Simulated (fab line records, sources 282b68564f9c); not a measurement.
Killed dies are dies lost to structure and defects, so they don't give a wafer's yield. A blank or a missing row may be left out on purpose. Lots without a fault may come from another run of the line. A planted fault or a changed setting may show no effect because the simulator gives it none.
fab line records | flow rit_cmos
record lots=6 wafers=18 last_day=7
route steps=202 shown NLDD@160 SILICIDE@161 CONTACT@168 M1@202
lots that met no fault: from a run of the same line without faults
start_h: hours from the record's first day to the start of the lot's first wafer shown | wait_h: hours since the lot's step before | " the same as in the row above | L1.1+2: a row that stands for several wafers | - no value, or no start given | * or withheld: withheld | < > ~ a bound
route shown NAME@n: a module of which the file shows steps, and the number in the route of the first | usual: mean/standard deviation of fault-free wafers | same: alike in all rows | chamber/n: place in a boat | sites: the reading at each site | _std_site: their standard deviation | _edge_site: outer sites' mean less inner sites' | radius_mm: how far each site lies from the wafer's centre | mask NAME#n: copy n | behind: the tool/chamber that last shaped the wafer | hold: why the lot was held/for how many hours/how that ended | device: the transistor (n, p or np) that didn't switch | end of line: the same wafers' tests at the end of the route | a step without rows: its recipe alone | killed: dies lost to structure and defects at the first sort, not the wafer's yield | map: a wafer's dies, x killed, . not, _ none there
set.NAME: the setting as run; set.NAME@STEP: as run at that earlier step | model.NAME: the simulator's own value behind a step, which no gauge read
lots at some steps of the route; a table a step, a row a wafer
services: from which hour (start_h, from the record's first day; less than 0 if before it) a tool's chamber was out of use, for how many hours, and why
## steps
# step RIT_SDANNEAL_RS_MEAS_07
# recipe thk_meas_gauge=four-point-probe
# usual NLDD_RS=151.5/0.52
# columns lot.wafer tool chamber start_h wait_h NLDD_RS[ohm/sq]
L220.2 film_metro-01 - 72.81 0.1 150.2
L220.3 " - " " 150.6
L220.6 " - " " 150.5
L221.2 film_metro-02 - 76.93 0.1 151.9
L221.3 " - " " 151.8
L221.6 " - " " 151.8
L224.1 film_metro-01 - 94.32 0.1 151.2
L224.2 " - " " 151.3
L224.5 " - " " 151.7
L231.1 film_metro-01 - 128.13 0.1 151.4
L231.2 " - " " 151.2
L231.6 " - " " 151.3
L232.2 film_metro-01 - 133.79 0.1 151.9
L232.3 " - " " 151.9
L232.5 " - " " 151.8
L236.2 film_metro-02 - 155.07 0.1 151.8
L236.4 " - " " 152.1
L236.5 " - " " 152.1
# step RIT_SILICIDE_WET_ETCH_00
# recipe chemistry=BOE target=SiO2 target_depth_nm=14 time_s=15 dry=n2_spin dilution=10:1 temp_c=21.5
# step RIT_SILICIDE_SPUTTER_01
# recipe material=Ti target_thk_nm=30 power_w=350 chamber_pressure_pa=0.667 gas=Ar time_s=240 substrate_temp_c=25
# usual cathode_dc_power_W=350.00/0.06 throttle_valve_pct=30.1/1.2
# columns lot.wafer tool chamber start_h wait_h cathode_dc_power_W throttle_valve_pct
L220.2 pvd_sputter-02 - 72.92 0.0 350.01 29.0
L220.3 " - " " 350.00 29.9
L220.6 " - " " 349.98 30.7
L221.2 pvd_sputter-03 - 77.04 0.0 350.01 28.9
L221.3 " - " " 349.93 32.7
L221.6 " - " " 349.97 32.9
L224.1 pvd_sputter-02 - 94.45 0.0 350.01 29.0
L224.2 " - " " 350.02 30.6
L224.5 " - " " 349.99 28.9
L231.1 pvd_sputter-02 - 128.26 0.0 350.02 31.2
L231.2 " - " " 350.00 29.3
L231.6 " - " " 349.83 30.9
L232.2 pvd_sputter-02 - 133.90 0.0 349.95 31.2
L232.3 " - " " 350.05 29.1
L232.5 " - " " 349.95 31.0
L236.2 pvd_sputter-03 - 155.18 0.0 349.98 32.8
L236.4 " - " " 350.03 28.9
L236.5 " - " " 350.00 32.6
# step RIT_SILICIDE_RS_MEAS_02
# recipe thk_meas_gauge=four-point-probe reads=Ti_of_SILICIDE_SPUTTER_01
# usual SILICIDE_TI_RS=48.0/0.72
# columns lot.wafer tool chamber start_h wait_h SILICIDE_TI_RS[ohm/sq]
L220.2 film_metro-02 - 73.09 0.1 49.3
L220.3 " - " " 48.4
L220.6 " - " " 48.8
L221.2 film_metro-02 - 77.21 0.1 48.1
L221.3 " - " " 47.2
L221.6 " - " " 47.3
L224.1 film_metro-03 - 94.60 0.1 47.7
L224.2 " - " " 48.0
L224.5 " - " " 47.9
L231.1 film_metro-03 - 128.41 0.1 48.7
L231.2 " - " " 48.2
L231.6 " - " " 48.7
L232.2 film_metro-04 - 134.07 0.1 47.3
L232.3 " - " " 47.4
L232.5 " - " " 47.6
L236.2 film_metro-03 - 155.37 0.1 47.9
L236.4 " - " " 48.3
L236.5 " - " " 47.7
# step RIT_SILICIDE_THK_MEAS_03
# recipe thk_meas_gauge=xrf reads=Ti_of_SILICIDE_SPUTTER_01
# usual SILICIDE_TI_THK=30.1/0.36
# columns lot.wafer tool chamber start_h wait_h SILICIDE_TI_THK[nm]
L220.2 film_metro-02 - 73.20 0.1 29.7
L220.3 " - " " 30.1
L220.6 " - " " 29.9
L221.2 film_metro-02 - 77.32 0.1 30.2
L221.3 " - " " 30.7
L221.6 " - " " 30.6
L224.1 film_metro-03 - 94.72 0.1 30.2
L224.2 " - " " 30.2
L224.5 " - " " 30.1
L231.1 film_metro-03 - 128.53 0.1 29.8
L231.2 " - " " 30.0
L231.6 " - " " 29.7
L232.2 film_metro-04 - 134.18 0.1 30.2
L232.3 " - " " 30.0
L232.5 " - " " 30.0
L236.2 film_metro-03 - 155.48 0.1 30.4
L236.4 " - " " 30.0
L236.5 " - " " 30.2
# step RIT_SILICIDE_RTA_04
# recipe temp_c=650 time_s=10 idle_temp_c=25 ramp_up_s=5 ramp_down_s=5 cool_to_c=25 ambient=N2
# usual wafer_temp_C_max=652.8/0.71
# columns lot.wafer tool chamber start_h wait_h wafer_temp_C_max
L220.2 rtp_anneal-01 0 73.26 0.1 654.2
L220.3 " 0 " " 652.1
L220.6 " 0 " " 651.7
L221.2 rtp_anneal-02 0 77.39 0.1 651.7
L221.3 " 0 " " 652.4
L221.6 " 0 " " 652.8
L224.1 rtp_anneal-01 0 94.78 0.1 653.7
L224.2 " 0 " " 653.3
L224.5 " 0 " " 653.7
L231.1 rtp_anneal-02 0 128.59 0.1 653.6
L231.2 " 0 " " 652.2
L231.6 " 0 " " 652.6
L232.2 rtp_anneal-01 0 134.25 0.1 652.7
L232.3 " 0 " " 653.6
L232.5 " 0 " " 652.4
L236.2 rtp_anneal-01 0 155.54 0.1 653.5
L236.4 " 0 " " 652.8
L236.5 " 0 " " 652.9
# step RIT_SILICIDE_WET_ETCH_05
# recipe chemistry=SPM target=Ti temp_c=90 time_s=120 dry=n2_spin
# step RIT_SILICIDE_RTA_06
# recipe temp_c=750 time_s=10 idle_temp_c=25 ramp_up_s=5 ramp_down_s=10 cool_to_c=25 ambient=N2
# usual wafer_temp_C_max=753.3/0.79
# columns lot.wafer tool chamber start_h wait_h wafer_temp_C_max
L220.2 rtp_anneal-02 0 73.37 0.0 753.1
L220.3 " 0 " " 753.9
L220.6 " 0 " " 752.9
L221.2 rtp_anneal-01 0 77.49 0.0 752.7
L221.3 " 0 " " 753.0
L221.6 " 0 " " 751.9
L224.1 rtp_anneal-02 0 94.89 0.0 753.3
L224.2 " 0 " " 753.0
L224.5 " 0 " " 752.6
L231.1 rtp_anneal-01 0 128.70 0.0 753.0
L231.2 " 0 " " 755.2
L231.6 " 0 " " 752.4
L232.2 rtp_anneal-02 0 134.35 0.0 752.3
L232.3 " 0 " " 753.7
L232.5 " 0 " " 753.0
L236.2 rtp_anneal-01 0 155.65 0.0 752.5
L236.4 " 0 " " 753.4
L236.5 " 0 " " 752.4
# step RIT_CONTACT_CVD_00
# recipe material=SiO2 target_thk_nm=400 precursor=TEOS temp_c=390 time_s=61 rf_w=400
# usual heater_power_w=311/48 rf_fwd_power_W=397.0/1.4
# columns lot.wafer tool chamber start_h wait_h heater_power_w rf_fwd_power_W
L220.2 pecvd-01 0 73.43 0.0 325 396.4
L220.3 " 1 " " 329 396.5
L220.6 " 1 " " 331 397.2
L221.2 pecvd-04 2 77.55 0.0 304 396.9
L221.3 " 0 " " 398 399.0
L221.6 " 1 " " 331 396.7
L224.1 pecvd-04 0 94.95 0.1 435 396.9
L224.2 " 2 " " 332 397.5
L224.5 " 0 " " 338 398.6
L231.1 pecvd-02 2 128.77 0.1 318 398.3
L231.2 " 1 " " 203 397.1
L231.6 " 1 " " 213 395.0
L232.2 pecvd-01 0 134.41 0.0 295 395.3
L232.3 " 2 " " 316 398.9
L232.5 " 0 " " 306 394.6
L236.2 pecvd-02 2 155.71 0.0 290 398.5
L236.4 " 2 " " 300 397.4
L236.5 " 1 " " 238 397.9
# step RIT_CONTACT_THK_MEAS_01
# recipe reads=SiO2_of_CONTACT_CVD_00
# usual CONTACT_TEOS_THK=400/5.1
# columns lot.wafer tool chamber start_h wait_h CONTACT_TEOS_THK[nm]
L220.2 film_metro-03 - 73.49 0.0 401
L220.3 " - " " 398
L220.6 " - " " 401
L221.2 film_metro-03 - 77.61 0.0 399
L221.3 " - " " 396
L221.6 " - " " 403
L224.1 film_metro-01 - 95.00 0.0 389
L224.2 " - " " 398
L224.5 " - " " 401
L231.1 film_metro-03 - 128.82 0.0 401
L231.2 " - " " 401
L231.6 " - " " 406
L232.2 film_metro-03 - 134.47 0.0 400
L232.3 " - " " 401
L232.5 " - " " 407
L236.2 film_metro-04 - 155.77 0.0 393
L236.4 " - " " 404
L236.5 " - " " 398
# step RIT_CONTACT_HMDS_02
# recipe prime_time_s=60 prime_temp_c=140
# step RIT_CONTACT_COAT_03
# recipe resist=NOVOLAK spin_rpm=3250 resist_thk_nm=1000
# step RIT_CONTACT_SOFTBAKE_04
# recipe resist=NOVOLAK temp_c=90 time_s=60
# usual run_length_s=89.30/0.21
# columns lot.wafer tool chamber start_h wait_h run_length_s
L220.2 litho_track-03 0 73.86 0.1 89.28
L220.3 " 0 " " 89.25
L220.6 " 0 " " 89.23
L221.2 litho_track-04 0 77.98 0.1 89.33
L221.3 " 0 " " 89.51
L221.6 " 0 " " 89.52
L224.1 litho_track-03 0 95.36 0.1 89.32
L224.2 " 0 " " 89.22
L224.5 " 0 " " 89.30
L231.1 litho_track-03 0 129.18 0.1 92.06
L231.2 " 0 " " 91.92
L231.6 " 0 " " 91.99
L232.2 litho_track-03 0 134.85 0.1 92.00
L232.3 " 0 " " 92.00
L232.5 " 0 " " 91.91
L236.2 litho_track-01 0 156.22 0.1 88.90
L236.4 " 0 " " 89.16
L236.5 " 0 " " 89.05
# step RIT_CONTACT_EXPOSE_05
# recipe mask_id=M11 na=0.6 source_shape=conventional sigma_outer=0.5 target_cd_nm=1000 dose_mj=250
# step RIT_M1_PROBE_99
# usual killed_at_M0_to_M3=0.0/0.18 killed_at_front_end=7/3 killed_dies=7/3.1 killed_open=3.3/1.8 killed_short=3.6/2
# same gross_dies=264 killed_at_M4_up=0 killed_at_back_side=0 killed_at_contacts=0 killed_at_other=0
# columns lot.wafer tool chamber start_h wait_h killed_at_M0_to_M3 killed_at_front_end killed_dies killed_open killed_short
L220.2 prober-01 - 79.84 0.1 0 4 4 1 3
L220.3 prober-01 - 79.89 0.2 0 12 12 5 7
L220.6 prober-01 - 80.04 0.2 0 10 10 5 5
L221.2 prober-02 - 84.50 0.1 0 8 8 3 5
L221.3 prober-02 - 84.55 0.2 0 4 4 1 3
L221.6 prober-02 - 84.70 0.2 0 5 5 3 2
L224.1 prober-01 - 101.63 0.1 0 2 2 1 1
L224.2 prober-01 - 101.68 0.1 1 9 10 4 5
L224.5 prober-01 - 101.83 0.2 1 7 8 4 3
L231.1 prober-02 - 135.31 0.1 0 4 4 2 2
L231.2 prober-02 - 135.36 0.1 0 2 2 1 1
L231.6 prober-02 - 135.56 0.2 0 7 7 4 3
L232.2 prober-01 - 140.78 0.1 0 5 5 2 3
L232.3 prober-01 - 140.83 0.2 0 6 6 3 3
L232.5 prober-01 - 140.93 0.2 0 8 8 3 5
L236.2 prober-01 - 162.42 0.1 0 3 3 1 2
L236.4 prober-01 - 162.52 0.2 0 6 6 3 3
L236.5 prober-01 - 162.57 0.2 0 7 7 2 5
# killed by level:class
L220.2 SPACER:geometric_particle:short=2 FOX1:geometric_particle:short=1 GATE:geometric_particle:open=1
L220.3 GATE:geometric_particle:short=3 GATE:geometric_particle:open=2 FOX1:geometric_particle:open=1 FOX1:geometric_particle:short=1 FOX2:geometric_particle:open=1 REOX:geometric_particle:open=1 REOX:geometric_particle:short=1 SPACER:geometric_particle:short=1
L220.6 FOX2:geometric_particle:short=3 FOX2:geometric_particle:open=2 FOX1:geometric_particle:short=1 GATE:geometric_particle:open=1 GATE:geometric_particle:short=1 SPACER:geometric_particle:open=1 SILICIDE:geometric_particle:open=1
L221.2 GATE:geometric_particle:open=3 GATE:geometric_particle:short=3 REOX:geometric_particle:short=1 SILICIDE:geometric_particle:short=1
L221.3 REOX:geometric_particle:short=2 GATE:geometric_particle:open=1 GATE:geometric_particle:short=1
L221.6 GATE:geometric_particle:open=2 FOX1:geometric_particle:short=1 GATE:geometric_particle:short=1 SILICIDE:geometric_particle:open=1
L224.1 FOX1:geometric_particle:open=1 SILICIDE:geometric_particle:short=1
L224.2 GATE:geometric_particle:open=3 GATE:geometric_particle:short=3 REOX:geometric_particle:open=1 SPACER:geometric_particle:short=1 SILICIDE:geometric_particle:short=1 M1:coat_microbubble_printed=1
L224.5 GATE:geometric_particle:open=3 FOX1:geometric_particle:open=1 FOX1:geometric_particle:short=1 GATE:geometric_particle:short=1 REOX:geometric_particle:short=1 M1:coat_microbubble_printed=1
L231.1 FOX1:geometric_particle:short=2 GATE:geometric_particle:open=1 SPACER:geometric_particle:open=1
L231.2 GATE:geometric_particle:short=1 GATE:geometric_particle:open=1
L231.6 GATE:geometric_particle:open=2 ACTIVE:geometric_particle:short=1 REOX:geometric_particle:open=1 REOX:geometric_particle:short=1 SPACER:geometric_particle:short=1 SILICIDE:geometric_particle:open=1
L232.2 SPACER:geometric_particle:short=2 GATE:geometric_particle:open=1 SILICIDE:geometric_particle:short=1 SILICIDE:geometric_particle:open=1
L232.3 GATE:geometric_particle:short=3 FOX1:geometric_particle:open=1 GATE:geometric_particle:open=1 REOX:geometric_particle:open=1
L232.5 GATE:geometric_particle:short=4 SPACER:geometric_particle:open=2 FOX2:geometric_particle:short=1 REOX:geometric_particle:open=1
L236.2 FOX1:geometric_particle:short=1 SPACER:geometric_particle:open=1 SILICIDE:geometric_particle:short=1
L236.4 FOX1:geometric_particle:open=2 FOX1:geometric_particle:short=1 GATE:geometric_particle:short=1 REOX:geometric_particle:short=1 SPACER:geometric_particle:open=1
L236.5 GATE:geometric_particle:short=2 REOX:geometric_particle:short=2 FOX1:geometric_particle:short=1 GATE:geometric_particle:open=1 REOX:geometric_particle:open=1
## services
# columns tool chamber start_h hours kind
pecvd-01 - 64.43 0.2 repair
pvd_sputter-02 - 69.07 2.4 repair
pecvd-04 - 70.04 2.8 pm
pecvd-02 - 77.84 0.8 pm
pecvd-04 - 91.65 0.8 pm
pvd_sputter-02 - 94.72 1.7 repair
pecvd-04 2 112.22 - calibration
pvd_sputter-03 - 123.99 24.2 repair
pecvd-02 1 135.69 2.2 repair
rtp_anneal-02 - 152.63 5.1 pm
## key
first_sign step=RIT_CONTACT_SOFTBAKE_04 reading=run_length_s direction=up sigmas=13 usual=* struck=*
effect none on later readings
met_at RIT_CONTACT_SOFTBAKE_04
struck_wafers L231.1,L231.2,L231.6,L232.2,L232.3,L232.5
tester_left_out L231,L232
onset_between 95.36 129.18
fault kind=process_parameter_drift tool=litho_track-03 chamber=- onset_h=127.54 steps=RIT_CONTACT_SOFTBAKE_04 channel=time_s offset=* shape=step end_h=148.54 acts_in=* stated=*
# tester_left_out: of these lots the tester's yield and bins aren't shown, on N5 and GAA mostly nor the transistor test; their killed dies are dies lost to structure and defects alone, not to doping, threshold or leakage, so they don't give the yield
